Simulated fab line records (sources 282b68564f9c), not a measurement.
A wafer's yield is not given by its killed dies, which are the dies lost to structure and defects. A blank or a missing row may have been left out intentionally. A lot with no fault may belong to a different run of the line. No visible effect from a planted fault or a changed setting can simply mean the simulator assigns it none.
Tool commonality check	flow rit-cmos	42 wafers sampled across 14 lots

## WHY THIS WAS OPENED
RIT_SDANNEAL_RS_MEAS_04, reading PSD_RS: flagged on 2 of 14 lots. Fault-free wafers read 115.8 ohm/sq, with a standard deviation of 0.31.
Rule: a lot is flagged when every wafer of it that has a number lies more than 4 standard deviations from that mean, or none has a number. The rest of the lots are taken to be sound.

lot	measured	on	PSD_RS (ohm/sq), wafer by wafer	flag
L890	day 4 02:44	film-metro-01	115.8 115.3 115.8	
L891	day 4 20:46	film-metro-02	115.8 115.8 116.2	
L893	day 5 04:26	film-metro-03	116.1 116.0 116.2	
L895	day 5 05:00	film-metro-01	115.3 115.1 115.4	
L896	day 5 17:45	film-metro-03	115.6 115.7 115.8	
L898	day 5 18:20	film-metro-03	116.2 115.7 115.9	
L899	day 6 08:07	film-metro-03	115.9 115.6 115.5	
L900	day 6 09:07	film-metro-02	115.8 115.7 116.1	
L903	day 6 17:38	film-metro-01	116.1 116.3 116.2	
L902	day 6 20:08	film-metro-02	116.2 116.2 116.2	
L904	day 6 22:52	film-metro-03	121.1 121.1 121.1	FLAGGED
L905	day 7 03:15	film-metro-02	121.3 121.7 121.5	FLAGGED
L909	day 7 16:05	film-metro-03	116.2 115.9 115.7	
L912	day 8 02:00	film-metro-01	115.4 115.4 115.1	
The numbers of the flagged lots are 121.3 ohm/sq on average: +5.5 ohm/sq against the usual, or +18 standard deviations.

## WHICH TOOL EACH LOT WENT THROUGH
2 process steps preceding the reading are held in the record, out of 202 steps in the route. In each cell: the tool, then ch and the chambers that the sampled wafers went through, then the start.
lot	flag	RIT_PSD_IMPLANT_08	RIT_PSD_STRIP_09
L890		implanter-01 ch 0, day 4 01:56	plasma-asher-03 ch 0,1, day 4 02:03
L891		implanter-03 ch 0, day 4 19:58	plasma-asher-04 ch 0,1, day 4 20:06
L893		implanter-03 ch 0, day 5 03:35	plasma-asher-04 ch 0,1, day 5 03:44
L895		implanter-02 ch 0, day 5 03:59	plasma-asher-03 ch 0,1, day 5 04:06
L896		implanter-03 ch 0, day 5 16:57	plasma-asher-04 ch 0,1, day 5 17:04
L898		implanter-01 ch 0, day 5 17:25	plasma-asher-03 ch 0,1, day 5 17:38
L899		implanter-03 ch 0, day 6 07:07	plasma-asher-03 ch 0,1, day 6 07:16
L900		implanter-01 ch 0, day 6 08:07	plasma-asher-04 ch 0,1, day 6 08:16
L903		implanter-03 ch 0, day 6 16:50	plasma-asher-03 ch 0,1, day 6 17:00
L902		implanter-02 ch 0, day 6 19:18	plasma-asher-03 ch 0,1, day 6 19:27
L904	FLAGGED	implanter-03 ch 0, day 6 22:02	plasma-asher-03 ch 0,1, day 6 22:11
L905	FLAGGED	implanter-03 ch 0, day 7 02:26	plasma-asher-01 ch 0,1, day 7 02:34
L909		implanter-01 ch 0, day 7 15:17	plasma-asher-03 ch 0,1, day 7 15:25
L912		implanter-01 ch 0, day 8 01:11	plasma-asher-01 ch 0,1, day 8 01:20
These steps, and what they do:
- RIT_PSD_IMPLANT_08
- RIT_PSD_STRIP_09: strips in O2, time 180 s.
- RIT_SDANNEAL_RS_MEAS_04: measures by four-point-probe.

## FLAGGED AGAINST TOTAL, ONE TOOL AT A TIME (gauges that did the reading follow at the end)
step	tool	lots run	flagged	share of the flagged lots	sound lots run after its first flagged lot
RIT_PSD_IMPLANT_08	implanter-01	5	0	none	-
RIT_PSD_IMPLANT_08	implanter-02	2	0	none	-
RIT_PSD_IMPLANT_08	implanter-03	7	2	all	0
RIT_PSD_STRIP_09	plasma-asher-01	2	1	some	1 (L912)
RIT_PSD_STRIP_09	plasma-asher-03	8	1	some	1 (L909)
RIT_PSD_STRIP_09	plasma-asher-04	4	0	none	-
RIT_SDANNEAL_RS_MEAS_04	film-metro-01	4	0	none	-
RIT_SDANNEAL_RS_MEAS_04	film-metro-02	4	1	some	0
RIT_SDANNEAL_RS_MEAS_04	film-metro-03	6	1	some	1 (L909)

## THE TABLE: WHAT IT ALLOWS
1 row of the table ran every flagged lot: implanter-03 at RIT_PSD_IMPLANT_08.
- implanter-03 at RIT_PSD_IMPLANT_08 ran 7 lots, 2 of them flagged. Its last sound lot is L903 (day 6 16:50), its first flagged lot L904 (day 6 22:02): a fault that began between those two fits. Its own readings lie more than 4 standard deviations out on every wafer of the flagged lots: beam-energy-keV.
implanter-03 at RIT_PSD_IMPLANT_08 is the single tool remaining.

## WHAT THE SIMULATOR HAD PUT IN
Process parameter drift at RIT_PSD_IMPLANT_08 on implanter-03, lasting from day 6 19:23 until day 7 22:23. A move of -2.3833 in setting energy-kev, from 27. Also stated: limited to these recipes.
Lots struck among those shown: L904, L905. The rule above found the same.
